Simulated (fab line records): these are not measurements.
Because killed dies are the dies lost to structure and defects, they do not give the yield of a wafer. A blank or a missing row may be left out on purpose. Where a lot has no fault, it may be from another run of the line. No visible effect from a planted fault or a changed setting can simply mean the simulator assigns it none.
fab line records | flow rit-cmos
record lots=15 wafers=45 last-day=7
route steps=202 shown PSD@151 M1@202
lots untouched by any fault: they come from a run of this same line in which no faults occurred
start-h: hours from the record's opening day to when the first of the lot's shown wafers began | wait-h: hours from the lot's prior step to this one | " as in the row above | L1.1+2: a row that stands for several wafers | - either no value or no given start | * or withheld: withheld | < > ~ a bound
route shown NAME@n: names a module that has steps shown in the file, with the first one's number in the route | usual: mean/standard deviation taken from wafers without a fault | same: alike in all rows | chamber/n: place in a boat | sites: each site's reading | _std_site: how widely they spread, as a standard deviation | _edge_site: outer sites' mean less inner sites' | radius-mm: how far each site lies from the wafer's centre | mask NAME#n: copy n | behind: the last tool/chamber to shape the wafer | hold: why the lot went on hold/how many hours it stayed there/how the hold came to an end | device: which transistor (n, p or np) failed to switch | end of line: tests run on the same wafers once the route is complete | where a step has no rows: the recipe by itself | killed: dies lost to structure and defects at the first sort, not the wafer's yield | map: a wafer's dies, marking killed ones x, the rest . and places with no die _
set.NAME: the setting the step ran with; set.NAME@STEP: the setting that earlier step ran with | model.NAME: the simulator's own value behind a step, which no gauge read
steps of the route over a sample of lots; a table a step, a row a wafer
services: the hour from which a tool's chamber was out of use, counted from the record's first day as start-h (under 0 if before that day), plus the number of hours and why
## steps
# step RIT_PSD_STRIP_09
# recipe chemistry=O2 time-s=180 resist=NOVOLAK platen-temp-c=withheld power-w=500 pressure-mtorr=4000 o2-flow-sccm=4000
# usual drypump-motor-current-A=5.39/0.26
# columns lot.wafer tool chamber start-h wait-h drypump-motor-current-A rf-hours-counter-h
L321.3 plasma-asher-02 1 53.24 0.1 5.67 -
L321.5 " 1 " " 5.61 -
L321.6 " 0 " " 4.97 -
L322.1 plasma-asher-01 0 59.63 0.1 5.37 43
L322.4 " 1 " " 5.27 -
L322.5 " 1 " " 5.26 -
L323.1 plasma-asher-02 0 64.55 0.1 4.96 44
L323.3 " 0 " " 4.97 -
L323.6 " 0 " " 4.99 -
L324.2 plasma-asher-01 0 70.31 0.1 5.36 44
L324.5 " 0 " " 5.36 -
L324.6 " 1 " " 5.26 -
L325.3 plasma-asher-01 1 75.01 0.1 5.25 -
L325.4 " 0 " " 5.36 -
L325.6 " 1 " " 5.25 -
L326.1 plasma-asher-03 0 78.08 0.1 5.96 43
L326.4 " 0 " " 5.98 -
L326.6 " 1 " " 5.37 -
L327.3 plasma-asher-01 1 84.58 0.1 5.26 -
L327.4 " 0 " " 5.36 -
L327.5 " 1 " " 5.28 -
L329.1 plasma-asher-01 1 94.24 0.1 5.24 46
L329.2 " 0 " " 5.37 46
L329.5 " 1 " " 5.26 -
L330.3 plasma-asher-02 1 98.81 0.1 5.63 -
L330.4 " 0 " " 4.99 -
L330.6 " 0 " " 4.99 -
L331.1 plasma-asher-02 0 103.55 0.1 4.99 49
L331.2 " 1 " " 5.62 49
L331.5 " 0 " " 4.99 -
L332.2 plasma-asher-02 0 109.50 0.1 5.01 49
L332.3 " 1 " " 5.63 -
L332.6 " 1 " " 5.63 -
L333.2 plasma-asher-02 0 114.81 0.1 5.00 50
L333.4 " 1 " " 5.62 -
L333.6 " 1 " " 5.59 -
L335.1 plasma-asher-01 0 127.00 0.1 5.36 1
L335.2 " 1 " " 5.26 1
L335.5 " 1 " " 5.26 -
L338.1 plasma-asher-01 0 140.78 0.1 5.36 2
L338.3 " 0 " " 5.38 -
L338.4 " 1 " " 5.26 -
L340.3 plasma-asher-01 0 154.99 0.1 5.37 -
L340.4 " 1 " " 5.26 -
L340.6 " 1 " " 5.24 -
# step RIT_M1_PROBE_99
# usual killed_at_M0_to_M3=0.0/0.16 killed-at-contacts=0.1/0.25 killed-at-front-end=7/3.1 killed-dies=7/3.1 killed-open=3.6/2 killed-short=3.5/2
# same gross-dies=264 killed_at_M4_up=0 killed-at-back-side=0 killed-at-other=0
# columns lot.wafer tool chamber start-h wait-h killed_at_M0_to_M3 killed-at-contacts killed-at-front-end killed-dies killed-open killed-short
L335.1 prober-01 - 135.02 0.1 0 0 45 45 6 4
L335.2 prober-01 - 135.07 0.1 0 0 41 41 4 3
L335.5 prober-01 - 135.22 0.2 0 0 44 44 6 5
L338.1 prober-02 - 149.85 0.1 0 0 41 41 4 4
L338.3 prober-02 - 149.95 0.2 0 0 37 37 4 1
L338.4 prober-02 - 150.00 0.2 0 0 37 37 3 2
L340.3 prober-02 - 163.66 0.2 0 0 44 44 6 2
L340.4 prober-02 - 163.71 0.2 0 1 32 33 2 3
L340.6 prober-02 - 163.81 0.2 0 0 42 42 2 5
# killed by level:class
L335.1 PSD:unspecified=35 GATE:geometric-particle:open=5 REOX:geometric-particle:short=2 GATE:geometric-particle:short=1 REOX:geometric-particle:open=1 SPACER:geometric-particle:short=1
L335.2 PSD:unspecified=34 GATE:geometric-particle:open=2 GATE:geometric-particle:short=1 REOX:geometric-particle:short=1 SPACER:geometric-particle:short=1 SPACER:geometric-particle:open=1 SILICIDE:geometric-particle:open=1
L335.5 PSD:unspecified=33 GATE:geometric-particle:open=3 SPACER:geometric-particle:short=2 SILICIDE:geometric-particle:short=2 REOX:geometric-particle:short=1 REOX:geometric-particle:open=1 SPACER:geometric-particle:open=1 SILICIDE:geometric-particle:open=1
L338.1 PSD:unspecified=33 GATE:geometric-particle:short=3 GATE:geometric-particle:open=3 FOX1:geometric-particle:short=1 FOX1:geometric-particle:open=1
L338.3 PSD:unspecified=32 GATE:geometric-particle:open=2 FOX1:geometric-particle:open=1 REOX:geometric-particle:short=1 SILICIDE:geometric-particle:open=1
L338.4 PSD:unspecified=32 FOX1:geometric-particle:open=2 FOX1:geometric-particle:short=1 GATE:geometric-particle:short=1 GATE:geometric-particle:open=1
L340.3 PSD:unspecified=36 SPACER:geometric-particle:open=3 FOX1:geometric-particle:open=2 FOX1:geometric-particle:short=2 REOX:geometric-particle:open=1
L340.4 PSD:unspecified=28 ACTIVE:geometric-particle:open=1 FOX1:geometric-particle:open=1 REOX:geometric-particle:short=1 SILICIDE:geometric-particle:short=1 CONTACT:geometric-particle:short=1
L340.6 PSD:unspecified=35 SPACER:geometric-particle:short=2 FOX1:geometric-particle:open=1 FOX1:geometric-particle:short=1 GATE:geometric-particle:short=1 REOX:geometric-particle:short=1 SILICIDE:geometric-particle:open=1
## services
# columns tool chamber start-h hours kind
plasma-asher-01 - 77.77 2.8 pm
plasma-asher-02 - 105.46 2.7 repair
plasma-asher-01 - 108.75 9.0 pm
plasma-asher-01 0 108.75 9.0 vent-cycle
plasma-asher-01 1 108.75 9.0 vent-cycle
plasma-asher-01 0 117.75 - clean
plasma-asher-01 1 117.75 - clean
plasma-asher-03 - 142.47 3.9 repair
plasma-asher-02 - 143.78 2.8 repair
## key
first-sign step=RIT_M1_PROBE_99 reading=killed-dies direction=up sigmas=11 usual=7 struck=40
effect step=RIT_M1_PROBE_99 reading=killed-at-front-end direction=up sigmas=11 usual=7 struck=40
met-at RIT_PSD_STRIP_09
struck-lots L335,L338,L340
tester-left-out L335,L338,L340
onset-between 94.24 127.00
also-fits time
fault kind=chamber-particle-source tool=plasma-asher-01 chamber=- onset-h=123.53 steps=RIT_PSD_STRIP_09 rate-per-visit-cm2=1.197 end-h=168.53
# tester-left-out: of these lots the tester's yield and bins aren't shown, on N5 and GAA mostly nor the transistor test; their killed dies are dies lost to structure and defects alone, not to doping, threshold or leakage, so they don't give the yield
